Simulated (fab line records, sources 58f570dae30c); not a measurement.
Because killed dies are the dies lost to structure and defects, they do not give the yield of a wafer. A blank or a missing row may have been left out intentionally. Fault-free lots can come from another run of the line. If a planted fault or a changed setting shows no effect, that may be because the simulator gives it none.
Check of tool commonality / flow berkeley-cmos170 / 48 wafers sampled across 16 lots

== THE REASON FOR OPENING IT ==
At UCB170_PWELL_TW_MEAS_17 the reading PWELL_TW is flagged on 4 of 16 lots. Wafers without a fault read 379, standard deviation 3.4.
Rule: a lot is flagged when every wafer of it that has a number lies more than 4 standard deviations from that mean, or none has a number. As for the other lots, they are considered sound.

lot=L592; measured=day 2 19:37; on=film-metro-02; PWELL_TW, wafer by wafer=378 376 377; flag=
lot=L593; measured=day 3 01:23; on=film-metro-01; PWELL_TW, wafer by wafer=379 378 377; flag=
lot=L594; measured=day 3 12:34; on=film-metro-02; PWELL_TW, wafer by wafer=379 378 379; flag=
lot=L596; measured=day 3 18:19; on=film-metro-02; PWELL_TW, wafer by wafer=378 378 378; flag=
lot=L595; measured=day 3 18:33; on=film-metro-04; PWELL_TW, wafer by wafer=383 384 384; flag=
lot=L598; measured=day 4 09:12; on=film-metro-02; PWELL_TW, wafer by wafer=375 378 375; flag=
lot=L601; measured=day 4 22:11; on=film-metro-04; PWELL_TW, wafer by wafer=386 384 385; flag=
lot=L600; measured=day 4 22:27; on=film-metro-04; PWELL_TW, wafer by wafer=385 384 388; flag=
lot=L599; measured=day 4 22:32; on=film-metro-04; PWELL_TW, wafer by wafer=384 386 385; flag=
lot=L604; measured=day 5 15:24; on=film-metro-02; PWELL_TW, wafer by wafer=377 376 375; flag=
lot=L603; measured=day 5 15:28; on=film-metro-04; PWELL_TW, wafer by wafer=383 381 383; flag=
lot=L606; measured=day 5 20:39; on=film-metro-01; PWELL_TW, wafer by wafer=376 377 376; flag=
lot=L605; measured=day 5 21:04; on=film-metro-02; PWELL_TW, wafer by wafer=807 803 802; flag=FLAGGED
lot=L607; measured=day 6 00:38; on=film-metro-02; PWELL_TW, wafer by wafer=803 806 805; flag=FLAGGED
lot=L608; measured=day 6 04:12; on=film-metro-01; PWELL_TW, wafer by wafer=812 809 813; flag=FLAGGED
lot=L609; measured=day 6 14:46; on=film-metro-01; PWELL_TW, wafer by wafer=813 807 809; flag=FLAGGED
Averaged over the flagged lots the numbers come to 807, +428 from the usual (+99 or more standard deviations).

== TOOL THAT RAN EACH LOT ==
2 process steps preceding the reading are held in the record, out of 331 steps in the route. In each cell: the tool, then ch and the chambers that the sampled wafers went through, then the start.
lot=L592; flag=; UCB170_ZERO_STRIP_07=plasma-asher-02 ch 0,1, day 1 15:51; UCB170_PWELL_IMPLANT_15=implanter-02 ch 0, day 2 19:23
lot=L593; flag=; UCB170_ZERO_STRIP_07=plasma-asher-04 ch 0,1, day 1 21:05; UCB170_PWELL_IMPLANT_15=implanter-04 ch 0, day 3 01:10
lot=L594; flag=; UCB170_ZERO_STRIP_07=plasma-asher-01 ch 0,1, day 2 00:53; UCB170_PWELL_IMPLANT_15=implanter-03 ch 0, day 3 12:20
lot=L596; flag=; UCB170_ZERO_STRIP_07=plasma-asher-01 ch 1, day 2 13:42; UCB170_PWELL_IMPLANT_15=implanter-03 ch 0, day 3 18:04
lot=L595; flag=; UCB170_ZERO_STRIP_07=plasma-asher-02 ch 0,1, day 2 14:15; UCB170_PWELL_IMPLANT_15=implanter-03 ch 0, day 3 18:18
lot=L598; flag=; UCB170_ZERO_STRIP_07=plasma-asher-04 ch 0,1, day 3 04:04; UCB170_PWELL_IMPLANT_15=implanter-04 ch 0, day 4 08:56
lot=L601; flag=; UCB170_ZERO_STRIP_07=plasma-asher-04 ch 0,1, day 3 15:18; UCB170_PWELL_IMPLANT_15=implanter-03 ch 0, day 4 21:58
lot=L600; flag=; UCB170_ZERO_STRIP_07=plasma-asher-02 ch 1, day 3 14:56; UCB170_PWELL_IMPLANT_15=implanter-02 ch 0, day 4 22:12
lot=L599; flag=; UCB170_ZERO_STRIP_07=plasma-asher-01 ch 0,1, day 3 09:29; UCB170_PWELL_IMPLANT_15=implanter-04 ch 0, day 4 22:17
lot=L604; flag=; UCB170_ZERO_STRIP_07=plasma-asher-02 ch 0,1, day 4 08:41; UCB170_PWELL_IMPLANT_15=implanter-02 ch 0, day 5 15:09
lot=L603; flag=; UCB170_ZERO_STRIP_07=plasma-asher-04 ch 0,1, day 4 02:44; UCB170_PWELL_IMPLANT_15=implanter-04 ch 0, day 5 15:15
lot=L606; flag=; UCB170_ZERO_STRIP_07=plasma-asher-02 ch 0,1, day 4 16:25; UCB170_PWELL_IMPLANT_15=implanter-04 ch 0, day 5 20:24
lot=L605; flag=FLAGGED; UCB170_ZERO_STRIP_07=plasma-asher-02 ch 0,1, day 4 16:12; UCB170_PWELL_IMPLANT_15=implanter-02 ch 0, day 5 20:50
lot=L607; flag=FLAGGED; UCB170_ZERO_STRIP_07=plasma-asher-04 ch 0,1, day 4 22:39; UCB170_PWELL_IMPLANT_15=implanter-04 ch 0, day 6 00:23
lot=L608; flag=FLAGGED; UCB170_ZERO_STRIP_07=plasma-asher-02 ch 0,1, day 5 01:37; UCB170_PWELL_IMPLANT_15=implanter-04 ch 0, day 6 03:57
lot=L609; flag=FLAGGED; UCB170_ZERO_STRIP_07=plasma-asher-04 ch 0,1, day 5 07:09; UCB170_PWELL_IMPLANT_15=implanter-04 ch 0, day 6 14:31
What is done by these steps:
- UCB170_ZERO_STRIP_07: strips in O2.
- UCB170_PWELL_IMPLANT_15
- UCB170_PWELL_TW_MEAS_17

== FLAGGED OVER TOTAL, TOOL BY TOOL (the gauges that took the reading come last) ==
step=UCB170_ZERO_STRIP_07; tool=plasma-asher-01; lots run=3; flagged=0; share of the flagged lots=none; sound lots run after its first flagged lot=-
step=UCB170_ZERO_STRIP_07; tool=plasma-asher-02; lots run=7; flagged=2; share of the flagged lots=some; sound lots run after its first flagged lot=1 (L606)
step=UCB170_ZERO_STRIP_07; tool=plasma-asher-04; lots run=6; flagged=2; share of the flagged lots=some; sound lots run after its first flagged lot=0
step=UCB170_PWELL_IMPLANT_15; tool=implanter-02; lots run=4; flagged=1; share of the flagged lots=some; sound lots run after its first flagged lot=0
step=UCB170_PWELL_IMPLANT_15; tool=implanter-03; lots run=4; flagged=0; share of the flagged lots=none; sound lots run after its first flagged lot=-
step=UCB170_PWELL_IMPLANT_15; tool=implanter-04; lots run=8; flagged=3; share of the flagged lots=some; sound lots run after its first flagged lot=0
step=UCB170_PWELL_TW_MEAS_17; tool=film-metro-01; lots run=4; flagged=2; share of the flagged lots=some; sound lots run after its first flagged lot=0
step=UCB170_PWELL_TW_MEAS_17; tool=film-metro-02; lots run=7; flagged=2; share of the flagged lots=some; sound lots run after its first flagged lot=0
step=UCB170_PWELL_TW_MEAS_17; tool=film-metro-04; lots run=5; flagged=0; share of the flagged lots=none; sound lots run after its first flagged lot=-

== WHAT THE TABLE ALLOWS ==
No row of the table ran every flagged lot.

== WHAT THE SIMULATOR HAD INSERTED ==
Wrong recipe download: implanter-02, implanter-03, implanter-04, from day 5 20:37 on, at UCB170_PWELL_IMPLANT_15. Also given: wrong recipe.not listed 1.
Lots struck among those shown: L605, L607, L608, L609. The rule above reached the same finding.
